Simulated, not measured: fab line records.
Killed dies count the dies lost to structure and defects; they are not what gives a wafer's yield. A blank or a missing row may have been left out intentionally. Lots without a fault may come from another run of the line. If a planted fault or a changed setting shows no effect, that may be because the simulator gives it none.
Comparing a struck lot with a sound one -- flow ritCmos -- 20 steps out of a route of 202
Sound: the wafers L296.2, L296.4, L296.5. The struck wafers were L304.3, L304.5, L304.6. At the end, the cause is stated.
Each step with rows lists, per side, the tool, then ch with its chambers, then its first start. Under that, the readings that differ: sound wafers -- struck wafers -- difference of the means -- sigmas: that difference in standard deviations of wafers without a fault.
alike: words and numbers the same on both sides, and readings whose means are apart by under 2 such deviations; not compared: readings that were withheld, readings missing a value for some wafer, numbers with overlapping values and no deviation given by the record, and bounds like >300 which may hide the same value.
Wherever a step has rows on one side only, a row that says differs or no value, or a row with sigmas, the two part there. Numbers that have no deviation but don't overlap get no sigmas and don't part them. A reading missing from all wafers of one side parts the sides only when that side holds two or more wafers.

first, 2 steps without rows for these wafers: RIT_NWELL_HARDBAKE_07 (time 120 s); RIT_NWELL_IMPLANT_08.
RIT_NWELL_STRIP_09: strips in O2, time 180 s.
  sound on plasmaAsher-03 ch 0,1, day 3 09:36; struck on plasmaAsher-03 ch 0,1, day 4 23:38
  alike: drypumpMotorCurrentA
  not compared: rfHoursCounterH
RIT_NWELL_TW_MEAS_10:
  sound: filmMetro-01 at day 3 09:47; struck: filmMetro-04 at day 4 23:46
  alike: NWELL_TW
then, 6 steps without rows for these wafers: RIT_PWELL_HMDS_00 (prime time 60 s); RIT_PWELL_COAT_01 (resist thk 1300 nm); RIT_PWELL_SOFTBAKE_02 (time 60 s); RIT_PWELL_EXPOSE_03 (exposes mask M3, target cd 43700 nm); RIT_PWELL_PEB_04; RIT_PWELL_DEVELOP_05 (develop time 68 s).
RIT_PWELL_OVL_MEAS_06:
  sound: overlay-01 at day 3 10:51; struck: overlay-01 at day 5 00:47
  alike: PWELL_OVL
then, 1 step without rows for these wafers: RIT_PWELL_HARDBAKE_07 (time 120 s).
RIT_PWELL_IMPLANT_08:
  sound on implanter-01 ch 0, day 3 11:09; struck on implanter-02 ch 0, day 5 01:07
reading,sound,struck,difference,sigmas
doseIonsCm2,7.002e+13 7.004e+13 6.99e+13,9.102e+13 9.1e+13 9.097e+13,+2.101e+13,+99 or more
faradayCurrentUA,219 220 217,295 290 288,+72,+18
RIT_PWELL_STRIP_09: strips in O2, time 180 s.
  sound on plasmaAsher-03 ch 0,1, day 3 11:17; struck on plasmaAsher-03 ch 0,1, day 5 01:16
  alike: drypumpMotorCurrentA
  not compared: rfHoursCounterH
RIT_PWELL_TW_MEAS_10:
  sound: filmMetro-01 at day 3 11:28; struck: filmMetro-02 at day 5 01:24
reading,sound,struck,difference,sigmas
PWELL_TW,958 959 959,1045 1057 1045,+90,+13
then, 1 step without rows for these wafers: RIT_WELLDRIVE_ANNEAL_00 (time 14700 s).
RIT_WELLDRIVE_RS_MEAS_01: a four-point-probe measurement.
  sound: filmMetro-01 at day 3 16:45; struck: filmMetro-04 at day 5 06:34
  alike: NWELL_RS
RIT_WELLDRIVE_RS_MEAS_02: a four-point-probe measurement.
  sound: filmMetro-01 at day 3 16:52; struck: filmMetro-04 at day 5 06:41
reading,sound,struck,difference,sigmas
PWELL_RS (ohm/sq),431.9 430.4 430.6,365.1 365.9 366.3,-65.2,-59
then, 1 step without rows for these wafers: RIT_NRETRO_HMDS_00 (prime time 60 s).
RIT_M1_PROBE_99:
  sound: prober-01 at day 4 21:34; struck: prober-01 at day 6 11:23
reading,sound,struck,difference,sigmas
model.etest.nmos_0p3.rOnOhmUm,2148 2110 2106,2226 2279 2276,+139,
model.etest.pwellPinched.rsOhmSq,467.1 461.9 459,377.6 375.3 384.4,-83.6,
model.etest.pwell.rsOhmSq,420.1 417.4 417.6,347.9 342.4 347,-72.6,
model.etest.nmosTurned.driveUaUm,323.9 321.6 335.1,304.5 294 293.2,-29.6,
model.etest.nmosNarrow.driveUaUm,226.3 225.9 230.2,210.6 204.3 208.6,-19.6,
model.etest.nmos_0p3.driveUaUm,228.9 229.5 234,207.6 200.5 205.2,-26.4,
  alike: killed_at_M0_to_M3, killedAtContacts, killedAtFrontEnd, killedDies, killedOpen, killedShort
  not compared: model.etest.nmos_0p15.rOnOhmUm, model.etest.nmos_0p15.driveUaUm

## WHERE THEY PART
Last at RIT_WELLDRIVE_RS_MEAS_02 as far as this record goes, first at RIT_PWELL_IMPLANT_08. Later steps at which nothing parts them and some readings are alike: RIT_M1_PROBE_99.

WHY: whatever the simulator had introduced
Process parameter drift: implanter-02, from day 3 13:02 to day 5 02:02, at RIT_PWELL_IMPLANT_08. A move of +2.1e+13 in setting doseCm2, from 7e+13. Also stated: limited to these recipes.
